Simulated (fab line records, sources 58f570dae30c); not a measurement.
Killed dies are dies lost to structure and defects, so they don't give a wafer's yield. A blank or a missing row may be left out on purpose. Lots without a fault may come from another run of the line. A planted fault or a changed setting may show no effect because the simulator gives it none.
Chamber matching | flow berkeley_cmos170 | UCB170_M2_ETCH_17 on rie_diel-03: 4 sister chambers
The step etches BARC in N2/H2. 18 wafers are shown with their chamber, then 9 later ones without.

WAFERS WITH THEIR CHAMBER
wafer  | chamber | throttle_valve_pct (%) | drypump_motor_current_A (A) | oes_product_au (a.u.)
L081.2 | 2       | 13.34                  | 6.1                         | 1.008
L081.4 | 3       | 13.16                  | 6.0                         | 1.020
L081.5 | 2       | 13.34                  | 6.1                         | 1.012
L085.1 | 1       | 13.13                  | 6.8                         | 1.020
L085.2 | 2       | 13.31                  | 6.0                         | 1.019
L085.6 | 1       | 13.13                  | 6.8                         | 1.010
L086.4 | 3       | 13.18                  | 6.0                         | 1.019
L086.5 | 1       | 13.12                  | 6.8                         | 1.015
L086.6 | 0       | 13.26                  | 5.8                         | 0.991
L087.1 | 0       | 13.25                  | 5.7                         | 1.001
L087.2 | 1       | 13.15                  | 6.7                         | 1.027
L087.4 | 3       | 13.16                  | 6.1                         | 1.019
L090.2 | 1       | 13.13                  | 6.7                         | 1.010
L090.3 | 3       | 13.15                  | 6.0                         | 1.010
L090.5 | 2       | 13.32                  | 6.1                         | 1.015
L091.1 | 1       | 13.13                  | 6.8                         | 1.018
L091.2 | 2       | 13.32                  | 6.0                         | 1.007
L091.4 | 3       | 13.16                  | 6.0                         | 1.013

SIGNATURES (means of the wafers above)
reading                 | chamber 0 | chamber 1 | chamber 2 | chamber 3 | scatter within a chamber
throttle_valve_pct      | 13.2550   | 13.1317   | 13.3260   | 13.1620   | 0.0111
drypump_motor_current_A | 5.750     | 6.767     | 6.060     | 6.020     | 0.0523
oes_product_au          | 0.99600   | 1.01667   | 1.01220   | 1.01620   | 0.0056
Rule: a wafer's distance from a chamber is the root of the sum, over the readings, of the square of ((its reading less the chamber's mean) divided by the reading's scatter). The wafer belongs to the nearest chamber; if the next one is less than 2 further off, it can't be placed. The scatter: the root of (the sum of the squares of (reading less its chamber's mean) over the shown wafers, divided by (wafers less chambers)).

WAFERS WITHOUT THEIR CHAMBER
wafer  | throttle_valve_pct (%) | drypump_motor_current_A (A) | oes_product_au (a.u.)
L093.2 | 13.26                  | 5.8                         | 0.985
L093.3 | 13.16                  | 6.0                         | 1.017
L093.4 | 13.14                  | 6.8                         | 1.016
L095.3 | 13.15                  | 6.7                         | 1.010
L095.4 | 13.32                  | 6.0                         | 1.009
L095.5 | 13.15                  | 6.0                         | 1.015
L097.2 | 13.34                  | 6.0                         | 1.022
L097.4 | 13.17                  | 6.0                         | 1.023
L097.6 | 13.26                  | 5.8                         | 0.992

WHICH CHAMBER EACH WENT THROUGH
wafer  | from the rows above | in truth
L093.2 | 0                   | 0
L093.3 | 3                   | 3
L093.4 | 1                   | 1
L095.3 | 1                   | 1
L095.4 | 2                   | 2
L095.5 | 3                   | 3
L097.2 | 2                   | 2
L097.4 | 3                   | 3
L097.6 | 0                   | 0
Placed correctly: 9 of 9. Can't be placed from these rows: 0. Placed wrongly: 0.
